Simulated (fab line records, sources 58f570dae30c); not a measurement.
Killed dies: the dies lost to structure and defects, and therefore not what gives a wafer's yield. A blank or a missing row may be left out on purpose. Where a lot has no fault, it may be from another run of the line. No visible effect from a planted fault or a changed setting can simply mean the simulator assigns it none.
fab line records || flow berkeleyCmos170 || part 2 of 2: steps 37 to 47 of 47
record: {"lots": 5, "wafers": 15, "lastDay": 13}
route steps=331 shown FIELD@95 SACOX@97 SCREENOX@100 NVT@104 PVT@115 GATE@125
lots that met no fault: from a run of the same line without faults
startH: hours from the record's opening day to when the first of the lot's shown wafers began || waitH: hours since the lot's step before || " unchanged from the row above || L1.1+2: a single row standing in for several wafers || - value missing, or start not given || * or withheld: withheld || < > ~ a bound
route shown NAME@n: names a module that has steps shown in the file, with the first one's number in the route || usual: mean and standard deviation over wafers with no fault || same: alike in all rows || chamber/n: place in a boat || sites: per-site readings || _std_site: the values' standard deviation || _edge_site: the outer-site mean with the inner-site mean subtracted || radiusMm: for every site, how far away it sits from the centre of the wafer || mask NAME#n: copy n || behind: tool/chamber where the wafer was last shaped || hold: why the lot was held/for how many hours/how that ended || device: names the non-switching transistor (n, p or np) || end of line: the route-end tests of the same wafers || a step with no rows: only its recipe || killed: dies lost to structure and defects at the first sort, not the wafer's yield || map: the dies of a wafer, with x for killed, . for not killed, _ for no die there
set.NAME: setting as actually run; set.NAME@STEP: the setting as run at that earlier step || model.NAME: the simulator's own value behind a step, which no gauge read
certain route steps with their lots: each step a table, each wafer a row
services: the hour from which a tool's chamber was out of use, counted from the record's first day as startH (under 0 if before that day), plus the number of hours and why
== steps ==
step: UCB170_GATE_THK_MEAS_05
recipe: {"reads": "poly-Si_of_GATE_CVD_04"}
usual: {"GATE_POLY_THK": "213.7/1.7"}
{"lot.wafer": "L082.1", "tool": "filmMetro-02", "chamber": "-", "startH": 190.99, "waitH": 0.0, "GATE_POLY_THK[nm]": 212.9}
{"lot.wafer": "L082.3", "tool": "filmMetro-02", "chamber": "-", "startH": 190.99, "waitH": 0.0, "GATE_POLY_THK[nm]": 212.0}
{"lot.wafer": "L082.4", "tool": "filmMetro-02", "chamber": "-", "startH": 190.99, "waitH": 0.0, "GATE_POLY_THK[nm]": 212.9}
{"lot.wafer": "L086.4", "tool": "filmMetro-02", "chamber": "-", "startH": 197.27, "waitH": 0.0, "GATE_POLY_THK[nm]": 214.2}
{"lot.wafer": "L086.5", "tool": "filmMetro-02", "chamber": "-", "startH": 197.27, "waitH": 0.0, "GATE_POLY_THK[nm]": 214.3}
{"lot.wafer": "L086.6", "tool": "filmMetro-02", "chamber": "-", "startH": 197.27, "waitH": 0.0, "GATE_POLY_THK[nm]": 214.0}
{"lot.wafer": "L083.4", "tool": "filmMetro-02", "chamber": "-", "startH": 230.31, "waitH": 0.0, "GATE_POLY_THK[nm]": 211.7}
{"lot.wafer": "L083.5", "tool": "filmMetro-02", "chamber": "-", "startH": 230.31, "waitH": 0.0, "GATE_POLY_THK[nm]": 211.9}
{"lot.wafer": "L083.6", "tool": "filmMetro-02", "chamber": "-", "startH": 230.31, "waitH": 0.0, "GATE_POLY_THK[nm]": 212.8}
{"lot.wafer": "L091.2", "tool": "filmMetro-01", "chamber": "-", "startH": 236.01, "waitH": 0.0, "GATE_POLY_THK[nm]": 215.0}
{"lot.wafer": "L091.5", "tool": "filmMetro-01", "chamber": "-", "startH": 236.01, "waitH": 0.0, "GATE_POLY_THK[nm]": 216.3}
{"lot.wafer": "L091.6", "tool": "filmMetro-01", "chamber": "-", "startH": 236.01, "waitH": 0.0, "GATE_POLY_THK[nm]": 214.5}
{"lot.wafer": "L097.3", "tool": "filmMetro-02", "chamber": "-", "startH": 271.02, "waitH": 0.0, "GATE_POLY_THK[nm]": 215.1}
{"lot.wafer": "L097.4", "tool": "filmMetro-02", "chamber": "-", "startH": 271.02, "waitH": 0.0, "GATE_POLY_THK[nm]": 213.8}
{"lot.wafer": "L097.5", "tool": "filmMetro-02", "chamber": "-", "startH": 271.02, "waitH": 0.0, "GATE_POLY_THK[nm]": 216.2}
step: UCB170_GATE_COAT_06
recipe: {"resist": "BARC", "tempC": "withheld", "timeS": "withheld", "spinRpm": 3000, "resistThkNm": "withheld"}
{"lot.wafer": "L082.1+3+4", "tool": "lithoTrack-02", "chamber": 0, "startH": 191.05, "waitH": 0.1}
{"lot.wafer": "L086.4+5+6", "tool": "lithoTrack-03", "chamber": 0, "startH": 197.48, "waitH": 0.2}
{"lot.wafer": "L083.4+5+6", "tool": "lithoTrack-02", "chamber": 0, "startH": 230.42, "waitH": 0.1}
{"lot.wafer": "L091.2+5+6", "tool": "lithoTrack-04", "chamber": 0, "startH": 236.10, "waitH": 0.1}
{"lot.wafer": "L097.3+4+5", "tool": "lithoTrack-04", "chamber": 0, "startH": 271.21, "waitH": 0.2}
step: UCB170_GATE_COAT_07
recipe: {"resist": "KrF", "spinRpm": 1500, "resistThkNm": 900}
{"lot.wafer": "L082.1+3+4", "tool": "lithoTrack-02", "chamber": 0, "startH": "-", "waitH": "-"}
{"lot.wafer": "L086.4+5+6", "tool": "lithoTrack-03", "chamber": 0, "startH": "-", "waitH": "-"}
{"lot.wafer": "L083.4+5+6", "tool": "lithoTrack-02", "chamber": 0, "startH": "-", "waitH": "-"}
{"lot.wafer": "L091.2+5+6", "tool": "lithoTrack-04", "chamber": 0, "startH": "-", "waitH": "-"}
{"lot.wafer": "L097.3+4+5", "tool": "lithoTrack-04", "chamber": 0, "startH": "-", "waitH": "-"}
step: UCB170_GATE_SOFTBAKE_08
recipe: {"resist": "KrF", "tempC": 130, "timeS": 60}
{"lot.wafer": "L082.1+3+4", "tool": "lithoTrack-02", "chamber": 0, "startH": "-", "waitH": "-"}
{"lot.wafer": "L086.4+5+6", "tool": "lithoTrack-03", "chamber": 0, "startH": "-", "waitH": "-"}
{"lot.wafer": "L083.4+5+6", "tool": "lithoTrack-02", "chamber": 0, "startH": "-", "waitH": "-"}
{"lot.wafer": "L091.2+5+6", "tool": "lithoTrack-04", "chamber": 0, "startH": "-", "waitH": "-"}
{"lot.wafer": "L097.3+4+5", "tool": "lithoTrack-04", "chamber": 0, "startH": "-", "waitH": "-"}
step: UCB170_GATE_EXPOSE_09
recipe: {"maskId": "POLY", "targetCdNm": 350, "na": 0.5, "sigmaOuter": 0.6, "sourceShape": "conventional", "doseMj": 21}
usual: {"focusOffsetNm": "0.1/0.57"}
{"lot.wafer": "L082.1", "tool": "krfScanner-02", "chamber": 0, "startH": 191.78, "waitH": "-", "mask": "POLY#0", "focusOffsetNm": 1.3}
{"lot.wafer": "L082.3", "tool": "krfScanner-02", "chamber": 0, "startH": 191.78, "waitH": "-", "mask": "POLY#0", "focusOffsetNm": -0.5}
{"lot.wafer": "L082.4", "tool": "krfScanner-02", "chamber": 0, "startH": 191.78, "waitH": "-", "mask": "POLY#0", "focusOffsetNm": 0.7}
{"lot.wafer": "L086.4", "tool": "krfScanner-02", "chamber": 0, "startH": 198.04, "waitH": "-", "mask": "POLY#0", "focusOffsetNm": -0.5}
{"lot.wafer": "L086.5", "tool": "krfScanner-02", "chamber": 0, "startH": 198.04, "waitH": "-", "mask": "POLY#0", "focusOffsetNm": -0.1}
{"lot.wafer": "L086.6", "tool": "krfScanner-02", "chamber": 0, "startH": 198.04, "waitH": "-", "mask": "POLY#0", "focusOffsetNm": 0.5}
{"lot.wafer": "L083.4", "tool": "krfScanner-01", "chamber": 0, "startH": 230.85, "waitH": "-", "mask": "POLY#0", "focusOffsetNm": 0.0}
{"lot.wafer": "L083.5", "tool": "krfScanner-01", "chamber": 0, "startH": 230.85, "waitH": "-", "mask": "POLY#0", "focusOffsetNm": -0.1}
{"lot.wafer": "L083.6", "tool": "krfScanner-01", "chamber": 0, "startH": 230.85, "waitH": "-", "mask": "POLY#0", "focusOffsetNm": -0.4}
{"lot.wafer": "L091.2", "tool": "krfScanner-02", "chamber": 0, "startH": 236.78, "waitH": "-", "mask": "POLY#0", "focusOffsetNm": 1.0}
{"lot.wafer": "L091.5", "tool": "krfScanner-02", "chamber": 0, "startH": 236.78, "waitH": "-", "mask": "POLY#0", "focusOffsetNm": 0.6}
{"lot.wafer": "L091.6", "tool": "krfScanner-02", "chamber": 0, "startH": 236.78, "waitH": "-", "mask": "POLY#0", "focusOffsetNm": -0.4}
{"lot.wafer": "L097.3", "tool": "krfScanner-01", "chamber": 0, "startH": 271.65, "waitH": "-", "mask": "POLY#0", "focusOffsetNm": 0.4}
{"lot.wafer": "L097.4", "tool": "krfScanner-01", "chamber": 0, "startH": 271.65, "waitH": "-", "mask": "POLY#0", "focusOffsetNm": 0.3}
{"lot.wafer": "L097.5", "tool": "krfScanner-01", "chamber": 0, "startH": 271.65, "waitH": "-", "mask": "POLY#0", "focusOffsetNm": 1.0}
step: UCB170_GATE_PEB_10
recipe: {"pebTempC": 130, "pebTimeS": "withheld", "resist": "KrF"}
{"lot.wafer": "L082.1+3+4", "tool": "lithoTrack-02", "chamber": 0, "startH": 191.90, "waitH": 0.1}
{"lot.wafer": "L086.4+5+6", "tool": "lithoTrack-03", "chamber": 0, "startH": 198.21, "waitH": 0.1}
{"lot.wafer": "L083.4+5+6", "tool": "lithoTrack-04", "chamber": 0, "startH": 231.24, "waitH": 0.4}
{"lot.wafer": "L091.2+5+6", "tool": "lithoTrack-02", "chamber": 0, "startH": 236.90, "waitH": 0.1}
{"lot.wafer": "L097.3+4+5", "tool": "lithoTrack-04", "chamber": 0, "startH": 271.77, "waitH": 0.1}
step: UCB170_GATE_DEVELOP_11
recipe: {"developer": "TMAH", "developTimeS": 45, "resist": "KrF", "devTempC": 21}
{"lot.wafer": "L082.1+3+4", "tool": "lithoTrack-02", "chamber": 0, "startH": "-", "waitH": "-"}
{"lot.wafer": "L086.4+5+6", "tool": "lithoTrack-03", "chamber": 0, "startH": "-", "waitH": "-"}
{"lot.wafer": "L083.4+5+6", "tool": "lithoTrack-04", "chamber": 0, "startH": "-", "waitH": "-"}
{"lot.wafer": "L091.2+5+6", "tool": "lithoTrack-02", "chamber": 0, "startH": "-", "waitH": "-"}
{"lot.wafer": "L097.3+4+5", "tool": "lithoTrack-04", "chamber": 0, "startH": "-", "waitH": "-"}
step: UCB170_GATE_CD_MEAS_12
recipe: {"targetCdNm": 350}
usual: {"cdNm": "349.7/1.3"}
{"lot.wafer": "L082.1", "tool": "cdSem-01", "chamber": "-", "startH": 192.18, "waitH": "-", "cdNm": 349.7}
{"lot.wafer": "L082.3", "tool": "cdSem-01", "chamber": "-", "startH": 192.18, "waitH": "-", "cdNm": 350.0}
{"lot.wafer": "L082.4", "tool": "cdSem-01", "chamber": "-", "startH": 192.18, "waitH": "-", "cdNm": 351.6}
{"lot.wafer": "L086.4", "tool": "cdSem-02", "chamber": "-", "startH": 198.47, "waitH": "-", "cdNm": 350.6}
{"lot.wafer": "L086.5", "tool": "cdSem-02", "chamber": "-", "startH": 198.47, "waitH": "-", "cdNm": 350.3}
{"lot.wafer": "L086.6", "tool": "cdSem-02", "chamber": "-", "startH": 198.47, "waitH": "-", "cdNm": 350.2}
{"lot.wafer": "L083.4", "tool": "cdSem-02", "chamber": "-", "startH": 231.50, "waitH": "-", "cdNm": 349.0}
{"lot.wafer": "L083.5", "tool": "cdSem-02", "chamber": "-", "startH": 231.50, "waitH": "-", "cdNm": 347.8}
{"lot.wafer": "L083.6", "tool": "cdSem-02", "chamber": "-", "startH": 231.50, "waitH": "-", "cdNm": 349.5}
{"lot.wafer": "L091.2", "tool": "cdSem-01", "chamber": "-", "startH": 237.17, "waitH": "-", "cdNm": 349.4}
{"lot.wafer": "L091.5", "tool": "cdSem-01", "chamber": "-", "startH": 237.17, "waitH": "-", "cdNm": 350.2}
{"lot.wafer": "L091.6", "tool": "cdSem-01", "chamber": "-", "startH": 237.17, "waitH": "-", "cdNm": 350.7}
{"lot.wafer": "L097.3", "tool": "cdSem-01", "chamber": "-", "startH": 272.04, "waitH": "-", "cdNm": 348.0}
{"lot.wafer": "L097.4", "tool": "cdSem-01", "chamber": "-", "startH": 272.04, "waitH": "-", "cdNm": 347.4}
{"lot.wafer": "L097.5", "tool": "cdSem-01", "chamber": "-", "startH": 272.04, "waitH": "-", "cdNm": 348.9}
step: UCB170_GATE_OVL_MEAS_13
usual: {"GATE_OVL": "-2/5.8"}
{"lot.wafer": "L082.1", "tool": "overlay-01", "chamber": "-", "startH": 192.30, "waitH": 0.1, "GATE_OVL[nm]": -9}
{"lot.wafer": "L082.3", "tool": "overlay-01", "chamber": "-", "startH": 192.30, "waitH": 0.1, "GATE_OVL[nm]": -7}
{"lot.wafer": "L082.4", "tool": "overlay-01", "chamber": "-", "startH": 192.30, "waitH": 0.1, "GATE_OVL[nm]": -2}
{"lot.wafer": "L086.4", "tool": "overlay-02", "chamber": "-", "startH": 198.54, "waitH": 0.1, "GATE_OVL[nm]": -9}
{"lot.wafer": "L086.5", "tool": "overlay-02", "chamber": "-", "startH": 198.54, "waitH": 0.1, "GATE_OVL[nm]": -8}
{"lot.wafer": "L086.6", "tool": "overlay-02", "chamber": "-", "startH": 198.54, "waitH": 0.1, "GATE_OVL[nm]": -5}
{"lot.wafer": "L083.4", "tool": "overlay-01", "chamber": "-", "startH": 231.58, "waitH": 0.1, "GATE_OVL[nm]": -5}
{"lot.wafer": "L083.5", "tool": "overlay-01", "chamber": "-", "startH": 231.58, "waitH": 0.1, "GATE_OVL[nm]": -5}
{"lot.wafer": "L083.6", "tool": "overlay-01", "chamber": "-", "startH": 231.58, "waitH": 0.1, "GATE_OVL[nm]": -3}
{"lot.wafer": "L091.2", "tool": "overlay-01", "chamber": "-", "startH": 237.27, "waitH": 0.1, "GATE_OVL[nm]": 0}
{"lot.wafer": "L091.5", "tool": "overlay-01", "chamber": "-", "startH": 237.27, "waitH": 0.1, "GATE_OVL[nm]": 1}
{"lot.wafer": "L091.6", "tool": "overlay-01", "chamber": "-", "startH": 237.27, "waitH": 0.1, "GATE_OVL[nm]": -2}
{"lot.wafer": "L097.3", "tool": "overlay-02", "chamber": "-", "startH": 272.13, "waitH": 0.1, "GATE_OVL[nm]": 8}
{"lot.wafer": "L097.4", "tool": "overlay-02", "chamber": "-", "startH": 272.13, "waitH": 0.1, "GATE_OVL[nm]": 0}
{"lot.wafer": "L097.5", "tool": "overlay-02", "chamber": "-", "startH": 272.13, "waitH": 0.1, "GATE_OVL[nm]": 0}
step: UCB170_GATE_ETCH_14
recipe: {"chemistry": "N2/H2", "targetDepthA": "withheld", "overetchA": "withheld", "target": "BARC", "timeS": "withheld", "sourceW": 500, "biasW": 100, "pressureMtorr": 30, "n2FlowSccm": 100, "h2FlowSccm": 200}
usual: {"biasW": "100.0/0.33", "drypumpMotorCurrentA": "5.7/0.47", "h2FlowSccm": "200.0/0.58", "oesProductAu": "1.009/0.016", "throttleValvePct": "13.29/0.1"}
{"lot.wafer": "L082.1", "tool": "rieDiel-04", "chamber": 2, "startH": 192.33, "waitH": 0.0, "biasW": 100.0, "drypumpMotorCurrentA": 5.9, "h2FlowSccm": 199.9, "oesProductAu": 1.011, "throttleValvePct": 13.29}
{"lot.wafer": "L082.3", "tool": "rieDiel-04", "chamber": 3, "startH": 192.33, "waitH": 0.0, "biasW": 100.3, "drypumpMotorCurrentA": 5.7, "h2FlowSccm": 200.0, "oesProductAu": 0.979, "throttleValvePct": 13.10}
{"lot.wafer": "L082.4", "tool": "rieDiel-04", "chamber": 1, "startH": 192.33, "waitH": 0.0, "biasW": 100.1, "drypumpMotorCurrentA": 5.9, "h2FlowSccm": 199.9, "oesProductAu": 1.022, "throttleValvePct": 13.22}
{"lot.wafer": "L086.4", "tool": "rieDiel-04", "chamber": 2, "startH": 198.56, "waitH": 0.0, "biasW": 100.0, "drypumpMotorCurrentA": 5.8, "h2FlowSccm": 200.3, "oesProductAu": 1.020, "throttleValvePct": 13.27}
{"lot.wafer": "L086.5", "tool": "rieDiel-04", "chamber": 1, "startH": 198.56, "waitH": 0.0, "biasW": 100.0, "drypumpMotorCurrentA": 5.9, "h2FlowSccm": 199.4, "oesProductAu": 1.024, "throttleValvePct": 13.21}
{"lot.wafer": "L086.6", "tool": "rieDiel-04", "chamber": 2, "startH": 198.56, "waitH": 0.0, "biasW": 100.0, "drypumpMotorCurrentA": 5.8, "h2FlowSccm": 200.2, "oesProductAu": 1.024, "throttleValvePct": 13.27}
{"lot.wafer": "L083.4", "tool": "rieDiel-01", "chamber": 0, "startH": 231.60, "waitH": 0.0, "biasW": 99.9, "drypumpMotorCurrentA": 5.5, "h2FlowSccm": 200.4, "oesProductAu": 0.987, "throttleValvePct": 13.24}
{"lot.wafer": "L083.5", "tool": "rieDiel-01", "chamber": 1, "startH": 231.60, "waitH": 0.0, "biasW": 100.0, "drypumpMotorCurrentA": 5.4, "h2FlowSccm": 200.7, "oesProductAu": 1.001, "throttleValvePct": 13.47}
{"lot.wafer": "L083.6", "tool": "rieDiel-01", "chamber": 2, "startH": 231.60, "waitH": 0.0, "biasW": 100.2, "drypumpMotorCurrentA": 5.2, "h2FlowSccm": 200.3, "oesProductAu": 0.984, "throttleValvePct": 13.35}
{"lot.wafer": "L091.2", "tool": "rieDiel-01", "chamber": 1, "startH": 237.30, "waitH": 0.0, "biasW": 100.3, "drypumpMotorCurrentA": 5.4, "h2FlowSccm": 199.5, "oesProductAu": 1.001, "throttleValvePct": 13.48}
{"lot.wafer": "L091.5", "tool": "rieDiel-01", "chamber": 3, "startH": 237.30, "waitH": 0.0, "biasW": 100.7, "drypumpMotorCurrentA": 6.1, "h2FlowSccm": 200.9, "oesProductAu": 0.983, "throttleValvePct": 13.32}
{"lot.wafer": "L091.6", "tool": "rieDiel-01", "chamber": 0, "startH": 237.30, "waitH": 0.0, "biasW": 100.0, "drypumpMotorCurrentA": 5.5, "h2FlowSccm": 200.2, "oesProductAu": 1.002, "throttleValvePct": 13.22}
{"lot.wafer": "L097.3", "tool": "rieDiel-04", "chamber": 1, "startH": 272.15, "waitH": 0.0, "biasW": 100.1, "drypumpMotorCurrentA": 5.9, "h2FlowSccm": 200.5, "oesProductAu": 1.017, "throttleValvePct": 13.22}
{"lot.wafer": "L097.4", "tool": "rieDiel-04", "chamber": 0, "startH": 272.15, "waitH": 0.0, "biasW": 99.7, "drypumpMotorCurrentA": 6.3, "h2FlowSccm": 199.9, "oesProductAu": 1.004, "throttleValvePct": 13.24}
{"lot.wafer": "L097.5", "tool": "rieDiel-04", "chamber": 0, "startH": 272.15, "waitH": 0.0, "biasW": 100.3, "drypumpMotorCurrentA": 6.3, "h2FlowSccm": 200.2, "oesProductAu": 1.010, "throttleValvePct": 13.24}
step: UCB170_GATE_ETCH_15
recipe: {"chemistry": "HBr/Cl2", "target": "poly-Si", "stopOn": "SiO2", "overEtchFrac": 0.3, "icpW": 300, "biasW": 150, "timeS": 56.3, "pressureMtorr": 15, "HBr_flow_sccm": 150, "Cl2_flow_sccm": 50, "targetDepthA": 2782}
usual: {"biasW": "150.0/0.44", "drypumpMotorCurrentA": "6.2/0.4", "oesProductAu": "0.832/0.012", "throttleValvePct": "26.53/0.14"}
same: {"overEtchFrac": 0.3}
{"lot.wafer": "L082.1", "tool": "rieSi-01", "chamber": 2, "startH": 192.37, "waitH": "-", "biasW": 149.9, "drypumpMotorCurrentA": 6.0, "oesProductAu": 0.849, "rfHoursCounterH": 0, "throttleValvePct": 26.21}
{"lot.wafer": "L082.3", "tool": "rieSi-01", "chamber": 0, "startH": 192.37, "waitH": "-", "biasW": 149.7, "drypumpMotorCurrentA": 6.6, "oesProductAu": 0.818, "rfHoursCounterH": 45, "throttleValvePct": 26.50}
{"lot.wafer": "L082.4", "tool": "rieSi-01", "chamber": 1, "startH": 192.37, "waitH": "-", "biasW": 150.0, "drypumpMotorCurrentA": 6.8, "oesProductAu": 0.829, "rfHoursCounterH": 64, "throttleValvePct": 26.67}
{"lot.wafer": "L086.4", "tool": "rieSi-01", "chamber": 2, "startH": 198.60, "waitH": "-", "biasW": 150.1, "drypumpMotorCurrentA": 6.0, "oesProductAu": 0.845, "rfHoursCounterH": 0, "throttleValvePct": 26.20}
{"lot.wafer": "L086.5", "tool": "rieSi-01", "chamber": 0, "startH": 198.60, "waitH": "-", "biasW": 150.4, "drypumpMotorCurrentA": 6.7, "oesProductAu": 0.832, "rfHoursCounterH": "-", "throttleValvePct": 26.51}
{"lot.wafer": "L086.6", "tool": "rieSi-01", "chamber": 1, "startH": 198.60, "waitH": "-", "biasW": 150.1, "drypumpMotorCurrentA": 6.8, "oesProductAu": 0.834, "rfHoursCounterH": "-", "throttleValvePct": 26.66}
{"lot.wafer": "L083.4", "tool": "rieSi-02", "chamber": 1, "startH": 231.64, "waitH": "-", "biasW": 149.8, "drypumpMotorCurrentA": 6.5, "oesProductAu": 0.811, "rfHoursCounterH": 84, "throttleValvePct": 26.48}
{"lot.wafer": "L083.5", "tool": "rieSi-02", "chamber": 1, "startH": 231.64, "waitH": "-", "biasW": 149.3, "drypumpMotorCurrentA": 6.5, "oesProductAu": 0.820, "rfHoursCounterH": "-", "throttleValvePct": 26.47}
{"lot.wafer": "L083.6", "tool": "rieSi-02", "chamber": 0, "startH": 231.64, "waitH": "-", "biasW": 150.3, "drypumpMotorCurrentA": 5.9, "oesProductAu": 0.827, "rfHoursCounterH": "-", "throttleValvePct": 26.55}
{"lot.wafer": "L091.2", "tool": "rieSi-01", "chamber": 3, "startH": 237.35, "waitH": "-", "biasW": 150.1, "drypumpMotorCurrentA": 6.0, "oesProductAu": 0.826, "rfHoursCounterH": 1, "throttleValvePct": 26.59}
{"lot.wafer": "L091.5", "tool": "rieSi-01", "chamber": 0, "startH": 237.35, "waitH": "-", "biasW": 149.6, "drypumpMotorCurrentA": 6.6, "oesProductAu": 0.830, "rfHoursCounterH": "-", "throttleValvePct": 26.49}
{"lot.wafer": "L091.6", "tool": "rieSi-01", "chamber": 1, "startH": 237.35, "waitH": "-", "biasW": 149.8, "drypumpMotorCurrentA": 6.8, "oesProductAu": 0.830, "rfHoursCounterH": "-", "throttleValvePct": 26.65}
{"lot.wafer": "L097.3", "tool": "rieSi-02", "chamber": 1, "startH": 272.20, "waitH": "-", "biasW": 151.0, "drypumpMotorCurrentA": 6.5, "oesProductAu": 0.821, "rfHoursCounterH": 84, "throttleValvePct": 26.47}
{"lot.wafer": "L097.4", "tool": "rieSi-02", "chamber": 0, "startH": 272.20, "waitH": "-", "biasW": 150.0, "drypumpMotorCurrentA": 5.9, "oesProductAu": 0.829, "rfHoursCounterH": 94, "throttleValvePct": 26.55}
{"lot.wafer": "L097.5", "tool": "rieSi-02", "chamber": 3, "startH": 272.20, "waitH": "-", "biasW": 150.2, "drypumpMotorCurrentA": 5.7, "oesProductAu": 0.845, "rfHoursCounterH": "-", "throttleValvePct": 26.65}
== services ==
{"tool": "implanter-02", "chamber": "-", "startH": 131.97, "hours": 2.8, "kind": "repair"}
{"tool": "rieDiel-01", "chamber": 1, "startH": 135.95, "hours": 18.5, "kind": "repair"}
{"tool": "rieDiel-04", "chamber": 2, "startH": 136.30, "hours": 3.8, "kind": "repair"}
{"tool": "rieDiel-04", "chamber": 3, "startH": 140.62, "hours": 15.6, "kind": "repair"}
{"tool": "furnace-01", "chamber": "-", "startH": 141.22, "hours": 3.3, "kind": "pm"}
{"tool": "implanter-01", "chamber": "-", "startH": 147.26, "hours": 1.1, "kind": "repair"}
{"tool": "furnace-01", "chamber": "-", "startH": 152.15, "hours": 2.8, "kind": "pm"}
{"tool": "krfScanner-02", "chamber": "-", "startH": 152.57, "hours": 0.8, "kind": "pm"}
{"tool": "furnace-02", "chamber": "-", "startH": 155.31, "hours": 3.9, "kind": "pm"}
{"tool": "krfScanner-01", "chamber": "-", "startH": 173.67, "hours": 1.3, "kind": "pm"}
{"tool": "krfScanner-02", "chamber": "-", "startH": 183.42, "hours": 1.3, "kind": "repair"}
{"tool": "krfScanner-01", "chamber": "-", "startH": 185.97, "hours": 1.3, "kind": "repair"}
{"tool": "rieDiel-04", "chamber": 0, "startH": 199.04, "hours": 7.5, "kind": "repair"}
{"tool": "furnace-01", "chamber": "-", "startH": 200.19, "hours": 16.5, "kind": "pm"}
{"tool": "krfScanner-01", "chamber": "-", "startH": 200.53, "hours": 0.3, "kind": "repair"}
{"tool": "furnace-02", "chamber": "-", "startH": 216.65, "hours": 11.4, "kind": "pm"}
{"tool": "furnace-04", "chamber": "-", "startH": 219.95, "hours": 3.7, "kind": "pm"}
{"tool": "implanter-01", "chamber": "-", "startH": 220.19, "hours": 1.7, "kind": "repair"}
{"tool": "implanter-01", "chamber": "-", "startH": 228.12, "hours": 0.7, "kind": "repair"}
{"tool": "krfScanner-02", "chamber": "-", "startH": 229.89, "hours": 1.3, "kind": "pm"}
{"tool": "implanter-04", "chamber": "-", "startH": 234.11, "hours": 31.0, "kind": "pm"}
{"tool": "furnace-01", "chamber": "-", "startH": 240.18, "hours": 2.6, "kind": "pm"}
{"tool": "krfScanner-02", "chamber": "-", "startH": 241.02, "hours": 1.0, "kind": "pm"}
{"tool": "rieSi-01", "chamber": "-", "startH": 268.30, "hours": 4.1, "kind": "repair"}
